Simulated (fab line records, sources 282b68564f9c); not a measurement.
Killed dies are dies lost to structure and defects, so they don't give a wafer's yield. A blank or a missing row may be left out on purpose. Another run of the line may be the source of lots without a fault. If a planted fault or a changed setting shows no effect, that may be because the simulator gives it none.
Matching of chambers || flow rit-cmos || rie-si-01 running RIT_GATE_ETCH_19: 4 sister chambers
The step etches poly-Si in SF6/CHF3/O2, stops on SiO2, time 165 s, target depth 312.5 nm. 8 wafers are shown with their chamber, then 7 later ones without.

## WAFERS PAIRED WITH THEIR CHAMBERS
{"wafer": "L433.5", "chamber": 2, "throttle-valve-pct (%)": 10.06, "drypump-motor-current-A (A)": 6.1}
{"wafer": "L437.1", "chamber": 2, "throttle-valve-pct (%)": 10.06, "drypump-motor-current-A (A)": 6.0}
{"wafer": "L439.1", "chamber": 0, "throttle-valve-pct (%)": 10.27, "drypump-motor-current-A (A)": 4.9}
{"wafer": "L439.4", "chamber": 3, "throttle-valve-pct (%)": 10.30, "drypump-motor-current-A (A)": 5.6}
{"wafer": "L441.1", "chamber": 3, "throttle-valve-pct (%)": 10.30, "drypump-motor-current-A (A)": 5.6}
{"wafer": "L441.4", "chamber": 1, "throttle-valve-pct (%)": 10.36, "drypump-motor-current-A (A)": 5.5}
{"wafer": "L441.6", "chamber": 1, "throttle-valve-pct (%)": 10.35, "drypump-motor-current-A (A)": 5.5}
{"wafer": "L443.2", "chamber": 0, "throttle-valve-pct (%)": 10.26, "drypump-motor-current-A (A)": 4.9}

## WAFERS WHOSE CHAMBER IS MISSING
{"wafer": "L443.3", "throttle-valve-pct (%)": 10.31, "drypump-motor-current-A (A)": 5.7}
{"wafer": "L443.5", "throttle-valve-pct (%)": 10.25, "drypump-motor-current-A (A)": 4.9}
{"wafer": "L447.2", "throttle-valve-pct (%)": 10.25, "drypump-motor-current-A (A)": 4.9}
{"wafer": "L447.3", "throttle-valve-pct (%)": 10.06, "drypump-motor-current-A (A)": 6.0}
{"wafer": "L447.5", "throttle-valve-pct (%)": 10.07, "drypump-motor-current-A (A)": 6.0}
{"wafer": "L449.3", "throttle-valve-pct (%)": 10.26, "drypump-motor-current-A (A)": 4.9}
{"wafer": "L449.5", "throttle-valve-pct (%)": 10.26, "drypump-motor-current-A (A)": 4.9}

## WHICH CHAMBER EACH ONE RAN IN
{"wafer": "L443.3", "from the rows above": 3, "in truth": 3}
{"wafer": "L443.5", "from the rows above": 0, "in truth": 0}
{"wafer": "L447.2", "from the rows above": 0, "in truth": 0}
{"wafer": "L447.3", "from the rows above": 2, "in truth": 2}
{"wafer": "L447.5", "from the rows above": 2, "in truth": 2}
{"wafer": "L449.3", "from the rows above": 0, "in truth": 0}
{"wafer": "L449.5", "from the rows above": 0, "in truth": 0}
7 of 7 placed correctly. Number that these rows cannot place: 0. Number placed wrongly: 0.
How it was worked out, from the rows above alone: a wafer's distance from a chamber is the root of the sum, over the readings, of the square of ((its reading less the chamber's mean) divided by the reading's scatter). The wafer belongs to the nearest chamber; if the next one is less than 2 further off, it can't be placed. Each chamber's mean is taken over the wafers shown for it. The scatter is the square root of a quotient: the sum, over the shown wafers, of each reading's squared deviation from its chamber's mean, divided by wafers minus chambers.
